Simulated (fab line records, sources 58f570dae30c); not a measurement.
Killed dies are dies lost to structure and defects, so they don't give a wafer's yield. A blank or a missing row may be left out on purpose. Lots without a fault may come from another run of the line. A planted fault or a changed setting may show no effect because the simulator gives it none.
Tool commonality check | flow berkeley_cmos170 | 15 lots, 45 wafers sampled

WHY IT WAS OPENED
At UCB170_NLDD_TW_MEAS_11 the reading NLDD_TW is flagged on 3 of 15 lots. Wafers without a fault read 2238, standard deviation 35.
Rule: a lot is flagged when every wafer of it that has a number lies more than 4 standard deviations from that mean, or none has a number. The other lots count as sound.

lot  | measured     | on            | NLDD_TW, wafer by wafer | flag
L194 | day 5 22:40  | film_metro-02 | 2293 2298 2303          |
L196 | day 6 17:14  | film_metro-03 | 2219 2220 2229          |
L197 | day 6 17:40  | film_metro-01 | 2213 2216 2214          |
L199 | day 7 08:30  | film_metro-02 | 2290 2279 2300          |
L200 | day 7 15:49  | film_metro-01 | 2199 2198 2192          |
L205 | day 8 12:22  | film_metro-02 | 2271 2285 2283          |
L208 | day 9 03:28  | film_metro-01 | 2224 2212 2215          |
L207 | day 9 04:10  | film_metro-03 | 2243 2244 2247          |
L206 | day 9 04:23  | film_metro-01 | 2213 2207 2230          |
L209 | day 9 15:56  | film_metro-01 | 2206 2193 2205          |
L211 | day 10 05:59 | film_metro-03 | 30 30 30                | FLAGGED
L212 | day 10 06:52 | film_metro-01 | 30 30 30                | FLAGGED
L213 | day 10 06:58 | film_metro-03 | 30 30 30                | FLAGGED
L210 | day 10 07:08 | film_metro-02 | 2281 2277 2288          |
L215 | day 11 02:46 | film_metro-01 | 2213 2219 2218          |
The numbers of the flagged lots are 30 on average: -2208 against the usual, or -63 standard deviations.

WHICH TOOL RAN EACH LOT
The record holds 2 process steps before the reading, out of a route of 331 steps. In each cell: the tool, then ch and the chambers that the sampled wafers went through, then the start.
lot  | flag    | UCB170_PLDD_STRIP_10                 | UCB170_NLDD_STRIP_10
L194 |         | plasma_asher-03 ch 0,1, day 5 20:06  | plasma_asher-01 ch 0, day 5 22:33
L196 |         | plasma_asher-02 ch 0,1, day 6 14:36  | plasma_asher-04 ch 0,1, day 6 17:08
L197 |         | plasma_asher-03 ch 0, day 6 14:47    | plasma_asher-02 ch 0,1, day 6 17:34
L199 |         | plasma_asher-01 ch 0,1, day 7 06:14  | plasma_asher-02 ch 0,1, day 7 08:24
L200 |         | plasma_asher-02 ch 0,1, day 7 13:46  | plasma_asher-04 ch 0, day 7 15:43
L205 |         | plasma_asher-01 ch 0, day 8 10:38    | plasma_asher-02 ch 0,1, day 8 12:16
L208 |         | plasma_asher-01 ch 1, day 9 00:36    | plasma_asher-01 ch 0,1, day 9 03:22
L207 |         | plasma_asher-03 ch 0,1, day 9 01:22  | plasma_asher-04 ch 0, day 9 04:04
L206 |         | plasma_asher-01 ch 0,1, day 9 01:09  | plasma_asher-01 ch 0,1, day 9 04:17
L209 |         | plasma_asher-01 ch 1, day 9 13:58    | plasma_asher-04 ch 0,1, day 9 15:50
L211 | FLAGGED | plasma_asher-03 ch 0,1, day 10 02:46 | plasma_asher-01 ch 0,1, day 10 05:52
L212 | FLAGGED | plasma_asher-03 ch 0,1, day 10 03:52 | plasma_asher-04 ch 0,1, day 10 06:47
L213 | FLAGGED | plasma_asher-02 ch 0,1, day 10 04:13 | plasma_asher-04 ch 0,1, day 10 06:52
L210 |         | plasma_asher-03 ch 0,1, day 10 04:30 | plasma_asher-01 ch 0,1, day 10 07:02
L215 |         | plasma_asher-02 ch 0,1, day 11 00:26 | plasma_asher-01 ch 1, day 11 02:39
What these steps do:
- UCB170_PLDD_STRIP_10: strips in O2.
- UCB170_NLDD_STRIP_10: strips in O2.
- UCB170_NLDD_TW_MEAS_11

FLAGGED OVER TOTAL, TOOL BY TOOL (the gauges that took the reading come last)
step                   | tool            | lots run | flagged | share of the flagged lots | sound lots run after its first flagged lot
UCB170_PLDD_STRIP_10   | plasma_asher-01 | 5        | 0       | none                      | -
UCB170_PLDD_STRIP_10   | plasma_asher-02 | 4        | 1       | some                      | 1 (L215)
UCB170_PLDD_STRIP_10   | plasma_asher-03 | 6        | 2       | some                      | 1 (L210)
UCB170_NLDD_STRIP_10   | plasma_asher-01 | 6        | 1       | some                      | 2 (L210,L215)
UCB170_NLDD_STRIP_10   | plasma_asher-02 | 3        | 0       | none                      | -
UCB170_NLDD_STRIP_10   | plasma_asher-04 | 6        | 2       | some                      | 0
UCB170_NLDD_TW_MEAS_11 | film_metro-01   | 7        | 1       | some                      | 1 (L215)
UCB170_NLDD_TW_MEAS_11 | film_metro-02   | 4        | 0       | none                      | -
UCB170_NLDD_TW_MEAS_11 | film_metro-03   | 4        | 2       | some                      | 0

WHAT THE TABLE ALLOWS
No row of the table ran every flagged lot.

WHAT THE SIMULATOR HAD PUT IN
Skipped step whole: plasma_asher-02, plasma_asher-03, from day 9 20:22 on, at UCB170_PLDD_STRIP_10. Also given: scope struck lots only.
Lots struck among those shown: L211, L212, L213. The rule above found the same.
